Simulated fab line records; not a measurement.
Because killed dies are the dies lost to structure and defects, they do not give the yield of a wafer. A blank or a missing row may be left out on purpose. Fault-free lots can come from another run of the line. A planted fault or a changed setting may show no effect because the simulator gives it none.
Which tool was responsible? + flow berkeley cmos170 + Sampling: 7 lots, 21 wafers, 2 of 331 route steps

## WHAT THE GAUGES SHOWED, per wafer
UCB170_NWELL_THK_MEAS_05.
| lot  | measured    | on            | NWELL_NITRIDE_THK (nm) |
|------|-------------|---------------|------------------------|
| L986 | day 2 14:58 | film metro-02 | 226.9 230.0 228.6      |
| L989 | day 3 01:29 | film metro-03 | 225.7 226.1 223.8      |
| L995 | day 4 06:04 | film metro-01 | 407.3 406.5 407.9      |
| L998 | day 4 18:41 | film metro-03 | 406.3 406.4 405.8      |
| L101 | day 5 08:08 | film metro-01 | 225.9 226.1 226.9      |
| L105 | day 6 09:58 | film metro-02 | 223.9 223.9 222.6      |
| L107 | day 6 22:26 | film metro-01 | 221.1 223.7 222.6      |

## EACH LOT AND THE TOOL THAT RAN IT (in order: tool; ch and the chambers of the sampled wafers; start)
| lot  | UCB170_NWELL_CVD_04        |
|------|----------------------------|
| L986 | lpcvd-01 ch 0, day 2 13:02 |
| L989 | lpcvd-02 ch 1, day 2 23:33 |
| L995 | lpcvd-02 ch 1, day 4 04:07 |
| L998 | lpcvd-02 ch 1, day 4 16:45 |
| L101 | lpcvd-01 ch 0, day 5 06:08 |
| L105 | lpcvd-01 ch 0, day 6 08:02 |
| L107 | lpcvd-01 ch 0, day 6 20:29 |
- UCB170_NWELL_CVD_04: deposits Si3N4 from SiH2Cl2/NH3, target thk 224 nm, time 3360 s.

## THE ANSWER, worked out from the rows above alone
Rule: what is usual is taken from the lots themselves. The widest of any qualifying gaps counts: lots, ordered by their means at a reading, are off when they make up no more than a third of the lots, leave a main group of 4 or more, and stand apart from it by 3 or more times the standard deviation of that group's means. A main group whose means are all the same, to the digits that the tables above print for the reading, isn't used. Also off: a lot with no number at a reading for which 4 or more lots have one. Where the step has rows for the other lots, those lots are counted as sound.
Off: at UCB170_NWELL_THK_MEAS_05 (NWELL_NITRIDE_THK), L995, L998. The main group: mean 225.2 nm, standard deviation 2.1.
A tool fits if, at a process step before that reading, it ran every lot that is off, and no sound lot after the first of them. The gauges at UCB170_NWELL_THK_MEAS_05 are tried like those tools. One fits: lpcvd-02 at UCB170_NWELL_CVD_04. A fault onset in the window from L989 (day 2 23:33, its last sound lot) to L995 (day 4 04:07, its first lot off) fits.

## WHAT THE SIMULATOR PUT IN
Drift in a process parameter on lpcvd-02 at UCB170_NWELL_CVD_04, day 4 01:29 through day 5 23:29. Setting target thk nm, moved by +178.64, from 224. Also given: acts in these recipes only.
Shown lots that were struck: L995, L998. The rule above found the same.
